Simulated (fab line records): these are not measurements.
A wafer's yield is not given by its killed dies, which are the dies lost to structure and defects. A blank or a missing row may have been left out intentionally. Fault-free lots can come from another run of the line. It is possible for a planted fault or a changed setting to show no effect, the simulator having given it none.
A struck lot beside a sound one | flow ritCmos | 17 steps out of a route of 202
Sound: wafers L245.3, L245.4, L245.5. The struck wafers were L259.1, L259.3, L259.4. Last of all comes the cause.
Per side, at each step with rows, come the tool, then ch with its chambers, and then its first start. Under that, the readings that differ: sound wafers | struck wafers | difference of the means | sigmas: that difference in standard deviations of wafers without a fault.
alike: a reading whose means differ by less than 2 such deviations, as well as words and numbers matching on both sides. not compared: withheld readings; readings where some wafer has no value; bounds like >300 that might hide an equal value; numbers whose values overlap and for which the record gives no deviation.
Wherever a step has rows on one side only, a row that says differs or no value, or a row with sigmas, the two part there. When numbers do not overlap yet have no deviation, they are printed without sigmas and do not part them. Lack of a reading on every wafer of one side parts them only where that side has two or more wafers.

first, 1 step without rows for these wafers: RIT_PSD_IMPLANT_08.
RIT_PSD_STRIP_09: strips in O2, time 180 s.
  sound on plasmaAsher-02 ch 0,1, day 3 14:29; struck on plasmaAsher-02 ch 0,1, day 6 08:53
  alike: drypumpMotorCurrentA
  not compared: rfHoursCounterH
RIT_PSD_TW_MEAS_10:
  struck on filmMetro-01, day 6 09:04; sound on filmMetro-01, day 3 14:38
  alike: PSD_TW
then, 3 steps without rows for these wafers: RIT_SDANNEAL_CLEAN_00 (cleans in SC1, time 600 s); RIT_SDANNEAL_CLEAN_01 (cleans in dHF, time 30 s); RIT_SDANNEAL_CLEAN_02 (cleans in SC2, time 600 s).
RIT_SDANNEAL_RTA_03: time 5 s.
  sound on rtpAnneal-02 ch 0, day 3 15:05; struck on rtpAnneal-01 ch 0, day 6 09:31
  alike: wafer_temp_C_max
RIT_SDANNEAL_RS_MEAS_04: a four-point-probe measurement.
  struck on filmMetro-01, day 6 09:34; sound on filmMetro-02, day 3 15:10
  alike: PSD_RS
RIT_SDANNEAL_RS_MEAS_05: a four-point-probe measurement.
  struck on filmMetro-01, day 6 09:41; sound on filmMetro-02, day 3 15:17
  alike: NSD_RS
RIT_SDANNEAL_RS_MEAS_06: a four-point-probe measurement.
  struck on filmMetro-01, day 6 09:49; sound on filmMetro-02, day 3 15:24
  alike: PLDD_RS
RIT_SDANNEAL_RS_MEAS_07: a four-point-probe measurement.
  struck on filmMetro-01, day 6 09:56; sound on filmMetro-02, day 3 15:31
reading          | sound             | struck            | difference | sigmas
NLDD_RS (ohm/sq) | 150.5 150.3 150.0 | 151.4 151.6 152.3 | +1.5       | +3
then, 1 step without rows for these wafers: RIT_SILICIDE_WET_ETCH_00 (etches SiO2 in BOE, target depth 14 nm, time 15 s).
RIT_SILICIDE_SPUTTER_01: material Ti, target thk 30 nm, time 240 s.
  struck on pvdSputter-03, day 6 10:04; sound on pvdSputter-02, day 3 15:37
reading                                    | sound                | struck               | difference | sigmas
cathodeDcPowerW (W)                        | 349.93 349.96 350.01 | 386.00 385.82 386.04 | +35.99     | +99 or more
model.Ti_of_SILICIDE_SPUTTER_01.thkNm (nm) | 30.33 30.26 30.11    | 33.31 32.84 33.11    | +2.85      | 
  alike: throttleValvePct
RIT_SILICIDE_RS_MEAS_02: a four-point-probe measurement.
  struck on filmMetro-04, day 6 10:13; sound on filmMetro-03, day 3 15:48
reading                 | sound          | struck         | difference | sigmas
SILICIDE_TI_RS (ohm/sq) | 47.3 47.4 47.7 | 42.1 42.7 42.3 | -5.1       | -7
RIT_SILICIDE_THK_MEAS_03: measures by xrf.
  struck on filmMetro-04, day 6 10:20; sound on filmMetro-03, day 3 15:54
reading              | sound          | struck         | difference | sigmas
SILICIDE_TI_THK (nm) | 30.3 30.3 30.1 | 33.2 32.8 33.0 | +2.8       | +6
RIT_SILICIDE_RTA_04: time 10 s, ramp up 5 s, ramp down 5 s.
  sound on rtpAnneal-02 ch 0, day 3 15:58; struck on rtpAnneal-02 ch 0, day 6 10:23
  alike: wafer_temp_C_max
RIT_M1_PROBE_99:
  struck on prober-02, day 6 17:16; sound on prober-02, day 3 22:58
reading                           | sound             | struck            | difference | sigmas
model.etest.npolyLine.lineOhmUm   | 166.7 165.4 171   | 158.8 154.3 156.9 | -11.0      | 
model.etest.ppolyLine.lineOhmUm   | 159.7 155.9 163.3 | 152.5 148.4 154   | -8.0       | 
model.etest.contactPplus.endOhmUm | 43.69 43.03 41.74 | 50.54 49.63 50.53 | +7.41      | 
model.etest.contactNplus.endOhmUm | 42.14 40.72 41.29 | 45.78 44.87 45.8  | +4.10      | 
model.etest.npolyLine.rsOhmSq     | 16.88 16.87 16.93 | 15.63 15.72 15.79 | -1.18      | 
model.etest.ppolyLine.rsOhmSq     | 16.44 16.45 16.57 | 15.32 15.34 15.37 | -1.14      | 
model.etest.npolySal.rsOhmSq      | 4.29 4.333 4.354  | 3.918 3.988 3.991 | -0.360     | 
model.etest.ppolySal.rsOhmSq      | 4.234 4.261 4.319 | 3.916 3.979 3.968 | -0.317     | 
  alike: killedAtContacts, killedAtFrontEnd, killedDies, killedOpen, killedShort

WHERE THEY PART
Earliest at RIT_SDANNEAL_RS_MEAS_07; latest, in this record, at RIT_SILICIDE_THK_MEAS_03. Later steps at which nothing parts them and some readings are alike: RIT_SILICIDE_RTA_04, RIT_M1_PROBE_99.

WHY: what had been put in by the simulator
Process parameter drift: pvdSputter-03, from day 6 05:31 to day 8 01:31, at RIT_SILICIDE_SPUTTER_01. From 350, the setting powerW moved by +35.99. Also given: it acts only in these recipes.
